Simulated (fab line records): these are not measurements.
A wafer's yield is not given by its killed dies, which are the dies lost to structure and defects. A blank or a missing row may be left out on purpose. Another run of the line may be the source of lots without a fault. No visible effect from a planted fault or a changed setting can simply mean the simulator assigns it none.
A lot that was struck, set against a sound lot	flow berkeley_cmos170	20 steps out of a route of 331
Sound: these wafers, L299.1, L299.2, L299.6. The struck wafers were L298.2, L298.3, L298.6. The cause is given at the end.
Per side, at each step with rows, come the tool, then ch with its chambers, and then its first start. Under that, the readings that differ: sound wafers	struck wafers	difference of the means	sigmas: that difference in standard deviations of wafers without a fault.
alike: words and numbers the same on both sides, and readings whose means are apart by under 2 such deviations; not compared: readings that were withheld, readings missing a value for some wafer, numbers with overlapping values and no deviation given by the record, and bounds like >300 which may hide the same value.
A row with sigmas, a row that says differs or no value, or rows on one side alone: a step with any of these is where the two part. Numbers that have no deviation but don't overlap get no sigmas and don't part them. A reading missing from all wafers of one side parts the sides only when that side holds two or more wafers.

first, 1 step without rows for these wafers: UCB170_CONTACT_CVD_01 (deposits PSG from SiH4/O2/PH3, target thk 700 nm, time 2820 s).
UCB170_CONTACT_THK_MEAS_02:
  sound: film_metro-02 at day 11 09:22; struck: film_metro-03 at day 10 16:37
  alike: CONTACT_PSG_THK
then, 3 steps without rows for these wafers: UCB170_CONTACT_HMDS_03 (prime time 60 s); UCB170_CONTACT_COAT_04 (resist thk 900 nm); UCB170_CONTACT_SOFTBAKE_05 (time 60 s).
UCB170_CONTACT_STRIP_06: strips in O2.
  sound on plasma_asher-04 ch 0,1, day 11 09:56; struck on plasma_asher-02 ch 0,1, day 10 17:26
  alike: chamber_pressure_mTorr, drypump_motor_current_A, oes_product_au, strip_time_to_endpoint_s
  not compared: rf_hours_counter_h
then, 1 step without rows for these wafers: UCB170_CONTACT_CLEAN_07 (cleans in SPM, time 600 s).
UCB170_CONTACT_RTA_08: time 10 s.
  sound on rtp_anneal-01 ch 0, day 11 10:13; struck on rtp_anneal-02 ch 0, day 10 17:46
  alike: lamp_power_pct, wafer_temp_C_max
then, 4 steps without rows for these wafers: UCB170_CONTACT_COAT_09; UCB170_CONTACT_COAT_10 (resist thk 900 nm); UCB170_CONTACT_SOFTBAKE_11 (time 60 s); UCB170_CONTACT_EXPOSE_12 (exposes mask CONT, target cd 700 nm).
UCB170_CONTACT_PEB_13:
  sound on litho_track-01 ch 0, day 11 10:59; struck on litho_track-04 ch 0, day 10 18:50
reading	sound	struck	difference	sigmas
heater_power_total_W (W)	56.79 56.86 56.74	57.89 57.82 57.89	+1.07	+23
plate_temp_C (C)	130.13 130.08 129.91	131.85 132.12 131.76	+1.87	+14
  alike: resist_line_temp_C
then, 1 step without rows for these wafers: UCB170_CONTACT_DEVELOP_14 (develop time 45 s).
UCB170_CONTACT_CD_MEAS_15: target cd 700 nm.
  sound: cd_sem-02 at day 11 11:15; struck: cd_sem-02 at day 10 19:07
reading	sound	struck	difference	sigmas
cd_nm (nm)	699.0 698.4 699.8	706.7 707.5 707.8	+8.3	+6
UCB170_CONTACT_OVL_MEAS_16:
  sound: overlay-02 at day 11 11:22; struck: overlay-01 at day 10 19:13
  alike: CONTACT_OVL
UCB170_CONTACT_ETCH_17: etches BARC in N2/H2.
  sound on rie_diel-01 ch 2,3, day 11 11:25; struck on rie_diel-01 ch 0,1,3, day 10 19:14
reading	sound	struck	difference	sigmas
model.CONTACT.cd_nm (nm)	699.2 699.1 700	706.7 707.9 707.7	+8.0	
  alike: chamber_pressure_mTorr, drypump_motor_current_A, oes_product_au, throttle_valve_pct
UCB170_CONTACT_ETCH_18: etches PSG in CHF3/CF4/Ar, stops on TiSi2, target depth 840 nm, time 195 s.
  sound: rie_diel-01 ch 2,3; struck: rie_diel-01 ch 0,1,3
reading	sound	struck	difference	sigmas
CHF3_flow_sccm (sccm)	45.25 45.32 45.13	44.96 44.75 45.12	-0.29	-2
model.CONTACT.cd_nm (nm)	698.9 699 700.1	706.4 708.3 707.6	+8.1	
  alike: chamber_pressure_mTorr, drypump_motor_current_A, oes_product_au, throttle_valve_pct
  not compared: rf_hours_counter_h
UCB170_CONTACT_STRIP_19: strips in O2.
  sound on plasma_asher-04 ch 0,1, day 11 11:35; struck on plasma_asher-04 ch 0, day 10 19:25
  alike: chamber_pressure_mTorr, drypump_motor_current_A, oes_product_au
  not compared: rf_hours_counter_h
UCB170_M3_PROBE_99:
  the record holds rows for the sound wafers here (prober-02, day 12 03:54) but none for the struck ones

== WHERE THEY PART ==
First at UCB170_CONTACT_PEB_13; last, within this record, at UCB170_M3_PROBE_99.

WHY: whatever the simulator had introduced
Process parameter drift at UCB170_CONTACT_PEB_13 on litho_track-04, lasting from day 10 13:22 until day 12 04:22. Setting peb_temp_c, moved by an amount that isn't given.
